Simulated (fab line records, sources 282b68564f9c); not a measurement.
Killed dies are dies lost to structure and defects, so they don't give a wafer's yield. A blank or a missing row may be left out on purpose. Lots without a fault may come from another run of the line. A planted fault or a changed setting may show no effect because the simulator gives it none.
fab line records | flow rit_cmos
record lots=15 wafers=45 last_day=7
route steps=202 shown PWELL@44 NRETRO@59 PRETRO@74 GATE@95 M1@202
lots that met no fault: from a run of the same line without faults
start_h: hours from the record's first day to the start of the lot's first wafer shown | wait_h: hours since the lot's step before | " the same as in the row above | L1.1+2: a row that stands for several wafers | - no value, or no start given | * or withheld: withheld | < > ~ a bound
route shown NAME@n: a module of which the file shows steps, and the number in the route of the first | usual: mean/standard deviation of fault-free wafers | same: alike in all rows | chamber/n: place in a boat | sites: the reading at each site | _std_site: their standard deviation | _edge_site: outer sites' mean less inner sites' | radius_mm: how far each site lies from the wafer's centre | mask NAME#n: copy n | behind: the tool/chamber that last shaped the wafer | hold: why the lot was held/for how many hours/how that ended | device: the transistor (n, p or np) that didn't switch | end of line: the same wafers' tests at the end of the route | a step without rows: its recipe alone | killed: dies lost to structure and defects at the first sort, not the wafer's yield | map: a wafer's dies, x killed, . not, _ none there
set.NAME: the setting as run; set.NAME@STEP: as run at that earlier step | model.NAME: the simulator's own value behind a step, which no gauge read
steps of the route over a sample of lots; a table a step, a row a wafer
services: from which hour (start_h, from the record's first day; less than 0 if before it) a tool's chamber was out of use, for how many hours, and why
## steps
# step RIT_PWELL_DEVELOP_05
# recipe resist=NOVOLAK develop_time_s=68 dev_temp_c=23
# usual developer_temp_C=23.01/0.097
# columns lot.wafer tool chamber start_h wait_h developer_temp_C
L612.4 litho_track-02 0 22 - 23.01
L612.5 " 0 " " 22.93
L612.6 " 0 " " 22.87
L613.2 litho_track-04 0 28 - 23.04
L613.5 " 0 " " 23.00
L613.6 " 0 " " 23.08
L614.2 litho_track-04 0 32 - 23.10
L614.4 " 0 " " 23.04
L614.5 " 0 " " 22.96
L616.1 litho_track-02 0 43 - 23.00
L616.4 " 0 " " 22.97
L616.6 " 0 " " 23.25
L617.1 litho_track-02 0 49 - 22.88
L617.4 " 0 " " 23.13
L617.6 " 0 " " 22.87
L618.3 litho_track-04 0 54 - 25.19
L618.5 " 0 " " 25.21
L618.6 " 0 " " 25.28
L619.2 litho_track-04 0 56 - 25.16
L619.3 " 0 " " 25.27
L619.4 " 0 57 - 25.12
L620.1 litho_track-04 0 65 - 25.26
L620.3 " 0 " " 25.37
L620.4 " 0 " " 25.36
L621.1 litho_track-01 0 68 - 23.04
L621.2 " 0 " " 22.97
L621.6 " 0 " " 23.06
L627.1 litho_track-01 0 99 - 23.00
L627.2 " 0 " " 22.89
L627.5 " 0 " " 23.09
L628.1 litho_track-01 0 104 - 22.99
L628.3 " 0 " " 22.92
L628.6 " 0 " " 22.94
L630.2 litho_track-02 0 113 - 23.09
L630.4 " 0 " " 23.12
L630.5 " 0 " " 23.02
L632.1 litho_track-02 0 124 - 22.95
L632.2 " 0 " " 23.01
L632.3 " 0 " " 23.04
L633.2 litho_track-02 0 129 - 22.88
L633.3 " 0 " " 23.00
L633.6 " 0 " " 22.94
L634.1 litho_track-02 0 134 - 23.13
L634.2 " 0 " " 23.01
L634.5 " 0 " " 23.05
# step RIT_NRETRO_OVL_MEAS_06
# usual NRETRO_OVL=-0.7/1.3
# columns lot.wafer tool chamber start_h wait_h NRETRO_OVL[nm]
L612.4 overlay-02 - 29.26 - -1.6
L612.5 " - " " -2.6
L612.6 " - " " -1.8
L613.2 overlay-02 - 35.10 - -0.2
L613.5 " - " " -1.9
L613.6 " - " " -3.3
L614.2 overlay-01 - 39.66 - -0.8
L614.4 " - " " -0.5
L614.5 " - " " -1.0
L616.1 overlay-02 - 50.86 - -1.5
L616.4 " - " " 0.3
L616.6 " - " " -2.0
L617.1 overlay-02 - 56.30 - -1.8
L617.4 " - " " 0.7
L617.6 " - " " -1.1
L618.3 overlay-01 - 61.37 - -2.0
L618.5 " - " " -0.7
L618.6 " - " " -1.2
L619.2 overlay-01 - 64.22 - -0.2
L619.3 " - " " 0.8
L619.4 " - " " 0.7
L620.1 overlay-01 - 72.48 - -1.6
L620.3 " - " " -1.8
L620.4 " - " " -1.6
L621.1 overlay-01 - 76.43 - 1.1
L621.2 " - " " -1.2
L621.6 " - " " -0.3
L627.1 overlay-01 - 107.18 - 1.2
L627.2 " - " " 1.9
L627.5 " - " " 2.4
L628.1 overlay-01 - 113.45 - -0.6
L628.3 " - " " -2.2
L628.6 " - " " -0.8
L630.2 overlay-02 - 120.79 - -1.3
L630.4 " - " " -2.0
L630.5 " - " " -1.8
L632.1 overlay-01 - 131.66 - -0.4
L632.2 " - " " -1.3
L632.3 " - " " -0.8
L633.2 overlay-02 - 136.89 - -0.7
L633.3 " - " " 0.8
L633.6 " - " " 2.2
L634.1 overlay-01 - 142.89 - -3.0
L634.2 " - " " -3.2
L634.5 " - " " -2.1
# step RIT_PRETRO_TW_MEAS_10
# usual PRETRO_TW=472.7/2.9
# columns lot.wafer tool chamber start_h wait_h PRETRO_TW
L612.4 film_metro-03 - 31.43 0.1 467.4
L612.5 " - " " 471.3
L612.6 " - " " 468.4
L613.2 film_metro-04 - 37.39 0.1 477.8
L613.5 " - " " 475.4
L613.6 " - " " 477.9
L614.2 film_metro-04 - 41.95 0.1 475.6
L614.4 " - " " 475.6
L614.5 " - " " 477.2
L616.1 film_metro-03 - 53.02 0.1 472.5
L616.4 " - " " 471.2
L616.6 " - " " 472.3
L617.1 film_metro-01 - 58.47 0.1 468.3
L617.4 " - " " 468.6
L617.6 " - " " 468.4
L618.3 film_metro-03 - 63.67 0.1 472.9
L618.5 " - " " 472.4
L618.6 " - " " 471.7
L619.2 film_metro-01 - 66.66 0.1 467.1
L619.3 " - " " 465.1
L619.4 " - " " 467.2
L620.1 film_metro-04 - 74.64 0.1 473.5
L620.3 " - " " 473.4
L620.4 " - " " 469.4
L621.1 film_metro-01 - 78.59 0.1 470.2
L621.2 " - " " 471.8
L621.6 " - " " 469.5
L627.1 film_metro-03 - 109.48 0.1 475.6
L627.2 " - " " 475.1
L627.5 " - " " 474.4
L628.1 film_metro-04 - 115.96 0.1 471.6
L628.3 " - " " 473.8
L628.6 " - " " 469.6
L630.2 film_metro-04 - 123.08 0.1 475.5
L630.4 " - " " 470.6
L630.5 " - " " 474.1
L632.1 film_metro-03 - 133.95 0.1 473.5
L632.2 " - " " 473.3
L632.3 " - " " 476.3
L633.2 film_metro-01 - 139.19 0.1 471.7
L633.3 " - " " 469.8
L633.6 " - " " 471.0
L634.1 film_metro-03 - 145.43 0.1 476.4
L634.2 " - " " 474.5
L634.5 " - " " 473.3
# step RIT_GATE_ETCH_19
# recipe chemistry=SF6/CHF3/O2 time_s=165 SF6_flow_sccm=30 CHF3_flow_sccm=30 O2_flow_sccm=5 target=poly-Si pressure_mtorr=40 rf_w=160 target_depth_a=3125 over_etch_frac=0.25 stop_on=SiO2
# usual chamber_pressure_mTorr=40.00/0.037 drypump_motor_current_A=6.0/0.45 oes_product_au=0.848/0.018 throttle_valve_pct=10.27/0.11
# columns lot.wafer tool chamber start_h wait_h chamber_pressure_mTorr drypump_motor_current_A oes_product_au rf_hours_counter_h throttle_valve_pct
L612.4 rie_si-02 0 36.25 0.1 40.07 5.7 0.831 - 10.26
L612.5 " 3 " " 39.99 6.7 0.872 - 10.45
L612.6 " 1 " " 40.08 5.7 0.860 - 10.26
L613.2 rie_si-01 2 43.58 0.1 40.00 5.6 0.854 117 10.30
L613.5 " 2 " " 40.04 5.6 0.864 - 10.28
L613.6 " 3 " " 40.05 6.6 0.827 - 10.29
L614.2 rie_si-02 3 46.71 0.1 39.94 6.7 0.864 2 10.45
L614.4 " 3 " " 39.99 6.7 0.871 - 10.44
L614.5 " 1 " " 39.96 5.7 0.867 - 10.27
L616.1 rie_si-02 0 58.09 0.1 39.98 5.7 0.828 20 10.27
L616.4 " 1 " " 40.01 5.7 0.876 63 10.25
L616.6 " 2 " " 40.00 6.3 0.826 - 10.10
L617.1 rie_si-01 0 66.11 0.1 40.01 5.6 0.856 92 10.33
L617.4 " 1 " " 40.04 5.6 0.856 128 10.10
L617.6 " 1 " " 39.97 5.6 0.846 - 10.09
L618.3 rie_si-02 3 68.62 0.1 40.02 6.7 0.863 3 10.46
L618.5 " 0 " " 40.02 5.7 0.823 - 10.25
L618.6 " 3 " " 40.06 6.7 0.873 - 10.46
L619.2 rie_si-01 3 73.92 0.1 40.00 6.6 0.826 59 10.30
L619.3 " 1 " " 40.01 5.6 0.855 128 10.10
L619.4 " 2 " " 39.87 5.6 0.856 117 10.30
L620.1 rie_si-02 2 81.36 0.1 40.03 6.3 0.844 0 10.12
L620.3 " 0 " " 39.96 5.6 0.834 21 10.27
L620.4 " 1 " " 40.06 5.7 0.872 63 10.25
L621.1 rie_si-01 2 83.47 0.1 40.01 5.6 0.870 117 10.30
L621.2 " 0 " " 40.01 5.6 0.846 92 10.34
L621.6 " 1 " " 39.95 5.6 0.853 - 10.10
L627.1 rie_si-01 1 115.50 0.1 40.00 5.6 0.853 129 10.09
L627.2 " 3 " " 39.99 6.6 0.827 59 10.31
L627.5 " 2 " " 40.04 5.6 0.861 - 10.28
L628.1 rie_si-02 2 124.33 0.1 39.95 6.3 0.850 1 10.10
L628.3 " 0 " " 39.97 5.7 0.824 21 10.27
L628.6 " 1 " " 40.02 5.7 0.864 - 10.25
L630.2 rie_si-02 0 128.35 0.1 40.10 5.7 0.818 21 10.26
L630.4 " 2 " " 40.05 6.3 0.828 1 10.10
L630.5 " 1 " " 39.96 5.7 0.855 - 10.27
L632.1 rie_si-02 0 142.43 0.1 39.98 5.7 0.839 21 10.25
L632.2 " 2 " " 40.01 6.3 0.839 1 10.10
L632.3 " 3 " " 40.01 6.7 0.877 3 10.46
L633.2 rie_si-01 2 145.16 0.1 40.00 5.6 0.873 118 10.31
L633.3 " 3 " " 40.03 6.6 0.833 59 10.27
L633.6 " 1 " " 40.00 5.6 0.857 - 10.11
L634.1 rie_si-02 3 151.49 0.1 40.04 6.7 0.858 3 10.44
L634.2 " 1 " " 39.99 5.7 0.848 64 10.26
L634.5 " 2 " " 40.06 6.3 0.824 - 10.12
# step RIT_M1_PROBE_99
# usual killed_at_M0_to_M3=0.0/0.12 killed_at_contacts=0.1/0.24 killed_at_front_end=7.1/3 killed_dies=7.2/3 killed_on_rim=1.9/1.4 killed_open=3.7/2 killed_short=3.5/2
# same gross_dies=264 killed_at_M4_up=0 killed_at_back_side=0 killed_at_other=0
# columns lot.wafer tool chamber start_h wait_h killed_at_M0_to_M3 killed_at_contacts killed_at_front_end killed_dies killed_on_rim killed_open killed_short
L612.4 prober-01 - 57.95 0.2 0 0 6 6 1 3 3
L612.5 prober-01 - 58.00 0.2 0 0 9 9 5 7 2
L612.6 prober-01 - 58.05 0.2 0 0 7 7 0 4 3
L613.2 prober-02 - 64.63 0.1 0 0 11 11 4 6 5
L613.5 prober-02 - 64.78 0.2 0 0 8 8 2 4 4
L613.6 prober-02 - 64.83 0.2 0 0 10 10 1 8 2
L614.2 prober-01 - 67.72 0.1 0 0 6 6 3 4 2
L614.4 prober-01 - 67.82 0.2 0 0 5 5 2 3 2
L614.5 prober-01 - 67.87 0.2 0 0 4 4 0 2 2
L616.1 prober-01 - 78.58 0.1 0 0 6 6 0 4 2
L616.4 prober-01 - 78.73 0.2 0 0 8 8 3 5 3
L616.6 prober-01 - 78.83 0.2 0 0 6 6 1 3 3
L617.1 prober-02 - 87.43 0.1 0 0 9 9 3 1 8
L617.4 prober-02 - 87.58 0.2 0 0 7 7 1 5 2
L617.6 prober-02 - 87.68 0.2 0 0 9 9 3 4 5
L618.3 prober-01 - 90.73 0.2 0 0 11 11 4 7 4
L618.5 prober-01 - 90.83 0.2 0 0 3 3 1 2 1
L618.6 prober-01 - 90.88 0.2 0 1 9 10 1 9 1
L619.2 prober-02 - 94.89 0.1 0 0 7 7 1 1 6
L619.3 prober-02 - 94.94 0.2 0 0 1 1 1 0 1
L619.4 prober-02 - 94.99 0.2 0 0 5 5 0 2 3
L620.1 prober-01 - 102.77 0.1 0 0 8 8 3 4 4
L620.3 prober-01 - 102.87 0.2 0 0 8 8 3 5 3
L620.4 prober-01 - 102.92 0.2 0 0 5 5 3 3 2
L621.1 prober-02 - 106.70 0.1 0 0 12 12 1 3 9
L621.2 prober-02 - 106.75 0.1 0 0 7 7 1 5 2
L621.6 prober-02 - 106.95 0.2 0 0 8 8 5 6 2
L627.1 prober-02 - 138.69 0.1 0 0 6 6 5 4 2
L627.2 prober-02 - 138.74 0.1 0 0 6 6 0 5 1
L627.5 prober-02 - 138.89 0.2 0 0 7 7 2 4 3
L628.1 prober-01 - 144.94 0.1 0 0 12 12 4 5 7
L628.3 prober-01 - 145.04 0.2 0 0 9 9 1 5 4
L628.6 prober-01 - 145.19 0.2 0 0 10 10 1 4 6
L630.2 prober-01 - 151.11 0.1 0 0 3 3 2 3 0
L630.4 prober-01 - 151.21 0.2 0 0 9 9 2 4 5
L630.5 prober-01 - 151.26 0.2 0 0 5 5 2 4 1
L632.1 prober-01 - 163.64 0.1 0 0 9 9 2 6 3
L632.2 prober-01 - 163.69 0.1 0 0 8 8 1 1 7
L632.3 prober-01 - 163.74 0.2 0 0 10 10 3 3 7
L633.2 prober-02 - 165.50 0.1 0 0 8 8 1 6 2
L633.3 prober-02 - 165.55 0.2 1 0 8 9 3 5 4
L633.6 prober-02 - 165.70 0.2 0 0 7 7 1 2 5
L634.1 prober-01 - 171.55 0.1 1 0 6 7 2 4 3
L634.2 prober-01 - 171.60 0.1 0 0 9 9 2 6 3
L634.5 prober-01 - 171.75 0.2 0 0 7 7 2 5 2
# killed by level:class
L612.4 GATE:geometric_particle:open=2 FOX1:geometric_particle:short=1 FOX2:geometric_particle:open=1 GATE:geometric_particle:short=1 REOX:geometric_particle:short=1
L612.5 GATE:geometric_particle:open=4 FOX2:geometric_particle:open=3 REOX:geometric_particle:short=1 SPACER:geometric_particle:short=1
L612.6 FOX1:geometric_particle:open=2 FOX2:geometric_particle:open=1 REOX:geometric_particle:short=1 REOX:geometric_particle:open=1 SPACER:geometric_particle:short=1 SILICIDE:geometric_particle:short=1
L613.2 GATE:geometric_particle:short=3 GATE:geometric_particle:open=3 FOX1:geometric_particle:open=2 FOX1:geometric_particle:short=2 SPACER:geometric_particle:open=1
L613.5 GATE:geometric_particle:short=2 FOX1:geometric_particle:short=1 FOX1:geometric_particle:open=1 GATE:geometric_particle:open=1 REOX:geometric_particle:open=1 SPACER:geometric_particle:open=1 SILICIDE:geometric_particle:short=1
L613.6 GATE:geometric_particle:open=3 FOX1:geometric_particle:open=2 SPACER:geometric_particle:open=2 FOX1:geometric_particle:short=1 FOX2:geometric_particle:open=1 SPACER:geometric_particle:short=1
L614.2 GATE:geometric_particle:open=2 FOX2:geometric_particle:open=1 SPACER:geometric_particle:short=1 SILICIDE:geometric_particle:open=1 SILICIDE:geometric_particle:short=1
L614.4 GATE:geometric_particle:open=2 FOX2:geometric_particle:short=1 SPACER:geometric_particle:open=1 SILICIDE:geometric_particle:short=1
L614.5 GATE:geometric_particle:open=2 FOX1:geometric_particle:short=1 GATE:geometric_particle:short=1
L616.1 GATE:geometric_particle:short=2 GATE:geometric_particle:open=2 SILICIDE:geometric_particle:open=2
L616.4 GATE:geometric_particle:open=4 GATE:geometric_particle:short=3 REOX:geometric_particle:open=1
L616.6 GATE:geometric_particle:short=3 FOX1:geometric_particle:open=1 GATE:geometric_particle:open=1 SPACER:geometric_particle:open=1
L617.1 GATE:geometric_particle:short=4 SPACER:geometric_particle:short=2 FOX2:geometric_particle:short=1 SILICIDE:geometric_particle:short=1 SILICIDE:geometric_particle:open=1
L617.4 SPACER:geometric_particle:open=4 GATE:geometric_particle:short=2 FOX2:geometric_particle:open=1
L617.6 GATE:geometric_particle:short=3 GATE:geometric_particle:open=2 FOX1:geometric_particle:short=1 REOX:geometric_particle:open=1 SPACER:geometric_particle:short=1 SPACER:geometric_particle:open=1
L618.3 FOX1:geometric_particle:open=2 GATE:geometric_particle:open=2 SPACER:geometric_particle:open=2 SPACER:geometric_particle:short=2 GATE:geometric_particle:short=1 REOX:geometric_particle:open=1 SILICIDE:geometric_particle:short=1
L618.5 GATE:geometric_particle:open=1 SPACER:geometric_particle:open=1 SILICIDE:geometric_particle:short=1
L618.6 FOX1:geometric_particle:open=3 FOX2:geometric_particle:open=2 GATE:geometric_particle:open=2 GATE:geometric_particle:short=1 SPACER:geometric_particle:open=1 CONTACT:geometric_particle:open=1
L619.2 FOX2:geometric_particle:short=2 GATE:geometric_particle:short=2 GATE:geometric_particle:open=1 REOX:geometric_particle:short=1 SILICIDE:geometric_particle:short=1
L619.3 FOX1:geometric_particle:short=1
L619.4 GATE:geometric_particle:short=2 FOX1:geometric_particle:open=1 FOX2:geometric_particle:short=1 GATE:geometric_particle:open=1
L620.1 REOX:geometric_particle:open=3 GATE:geometric_particle:short=1 GATE:geometric_particle:open=1 REOX:geometric_particle:short=1 SPACER:geometric_particle:short=1 SILICIDE:geometric_particle:short=1
L620.3 REOX:geometric_particle:open=2 FOX1:geometric_particle:short=1 GATE:geometric_particle:open=1 GATE:geometric_particle:short=1 REOX:geometric_particle:short=1 SPACER:geometric_particle:open=1 SILICIDE:geometric_particle:open=1
L620.4 SPACER:geometric_particle:open=2 FOX1:geometric_particle:open=1 GATE:geometric_particle:short=1 REOX:geometric_particle:short=1
L621.1 GATE:geometric_particle:short=2 REOX:geometric_particle:short=2 SPACER:geometric_particle:short=2 FOX1:geometric_particle:open=1 FOX1:geometric_particle:short=1 FOX2:geometric_particle:short=1 REOX:geometric_particle:open=1 SILICIDE:geometric_particle:open=1
L621.2 SPACER:geometric_particle:open=2 FOX1:geometric_particle:open=1 GATE:geometric_particle:short=1 GATE:geometric_particle:open=1 REOX:geometric_particle:short=1 REOX:geometric_particle:open=1
L621.6 FOX2:geometric_particle:open=2 REOX:geometric_particle:open=2 GATE:geometric_particle:open=1 GATE:geometric_particle:short=1 REOX:geometric_particle:short=1 SPACER:geometric_particle:open=1
L627.1 GATE:geometric_particle:open=2 SPACER:geometric_particle:short=2 REOX:geometric_particle:open=1 SILICIDE:geometric_particle:open=1
L627.2 REOX:geometric_particle:open=2 GATE:geometric_particle:open=1 REOX:geometric_particle:short=1 SPACER:geometric_particle:open=1 SILICIDE:geometric_particle:open=1
L627.5 GATE:geometric_particle:open=3 FOX1:geometric_particle:short=1 REOX:geometric_particle:open=1 SPACER:geometric_particle:short=1 SILICIDE:geometric_particle:short=1
L628.1 FOX1:geometric_particle:short=2 FOX2:geometric_particle:short=2 SPACER:geometric_particle:open=2 FOX2:geometric_particle:open=1 GATE:geometric_particle:open=1 GATE:geometric_particle:short=1 REOX:geometric_particle:open=1 REOX:geometric_particle:short=1
L628.3 FOX2:geometric_particle:open=2 GATE:geometric_particle:open=2 GATE:geometric_particle:short=2 FOX1:geometric_particle:open=1 FOX1:geometric_particle:short=1 SPACER:geometric_particle:short=1
L628.6 GATE:geometric_particle:short=5 GATE:geometric_particle:open=3 SPACER:geometric_particle:open=1 SPACER:geometric_particle:short=1
L630.2 SILICIDE:geometric_particle:open=2 GATE:geometric_particle:open=1
L630.4 GATE:geometric_particle:open=3 REOX:geometric_particle:short=2 GATE:geometric_particle:short=1 REOX:geometric_particle:open=1 SPACER:geometric_particle:short=1 SILICIDE:geometric_particle:short=1
L630.5 FOX2:geometric_particle:open=1 GATE:geometric_particle:open=1 SPACER:geometric_particle:open=1 SPACER:geometric_particle:short=1 SILICIDE:geometric_particle:open=1
L632.1 SPACER:geometric_particle:open=3 GATE:geometric_particle:short=2 FOX2:geometric_particle:open=1 GATE:geometric_particle:open=1 REOX:geometric_particle:short=1 REOX:geometric_particle:open=1
L632.2 GATE:geometric_particle:short=4 FOX1:geometric_particle:short=2 GATE:geometric_particle:open=1 SPACER:geometric_particle:short=1
L632.3 FOX1:geometric_particle:short=3 GATE:geometric_particle:short=2 FOX2:geometric_particle:short=1 GATE:geometric_particle:open=1 REOX:geometric_particle:short=1 REOX:geometric_particle:open=1 SPACER:geometric_particle:open=1
L633.2 GATE:geometric_particle:open=3 FOX1:geometric_particle:short=1 GATE:geometric_particle:short=1 REOX:geometric_particle:open=1 SPACER:geometric_particle:open=1 SILICIDE:geometric_particle:open=1
L633.3 GATE:geometric_particle:open=2 REOX:geometric_particle:open=2 REOX:geometric_particle:short=2 FOX1:geometric_particle:short=1 SPACER:geometric_particle:short=1 M1:geometric_particle:open=1
L633.6 FOX1:geometric_particle:short=2 REOX:geometric_particle:short=2 FOX2:geometric_particle:open=1 GATE:geometric_particle:short=1 REOX:geometric_particle:open=1
L634.1 SILICIDE:geometric_particle:open=2 GATE:geometric_particle:short=1 GATE:geometric_particle:open=1 SPACER:geometric_particle:short=1 SPACER:geometric_particle:open=1 M1:geometric_particle:short=1
L634.2 GATE:geometric_particle:open=4 GATE:geometric_particle:short=2 REOX:geometric_particle:short=1 REOX:geometric_particle:open=1 SILICIDE:geometric_particle:open=1
L634.5 GATE:geometric_particle:open=4 GATE:geometric_particle:short=1 SPACER:geometric_particle:short=1 SILICIDE:geometric_particle:open=1
## services
# columns tool chamber start_h hours kind
rie_si-01 2 17.86 6.7 repair
rie_si-02 2 18.03 3.7 repair
rie_si-02 2 30.31 - clean
rie_si-02 2 30.31 19.2 scheduled_down
rie_si-02 2 30.31 19.2 vent_cycle
rie_si-02 3 117.21 3.4 repair
## key
first_sign step=RIT_PWELL_DEVELOP_05 reading=developer_temp_C direction=up sigmas=23 usual=* struck=*
effect none on later readings
met_at RIT_PWELL_DEVELOP_05
struck_lots L618,L619,L620
tester_left_out L618,L619,L620
not_acting_at RIT_NRETRO_OVL_MEAS_06,RIT_PRETRO_TW_MEAS_10,RIT_GATE_ETCH_19
onset_between 32 54
fault kind=process_parameter_drift tool=litho_track-04 chamber=- onset_h=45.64 steps=RIT_PWELL_DEVELOP_05 channel=dev_temp_c offset=* shape=step end_h=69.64 acts_in=* stated=*
# tester_left_out: of these lots the tester's yield and bins aren't shown, on N5 and GAA mostly nor the transistor test; their killed dies are dies lost to structure and defects alone, not to doping, threshold or leakage, so they don't give the yield
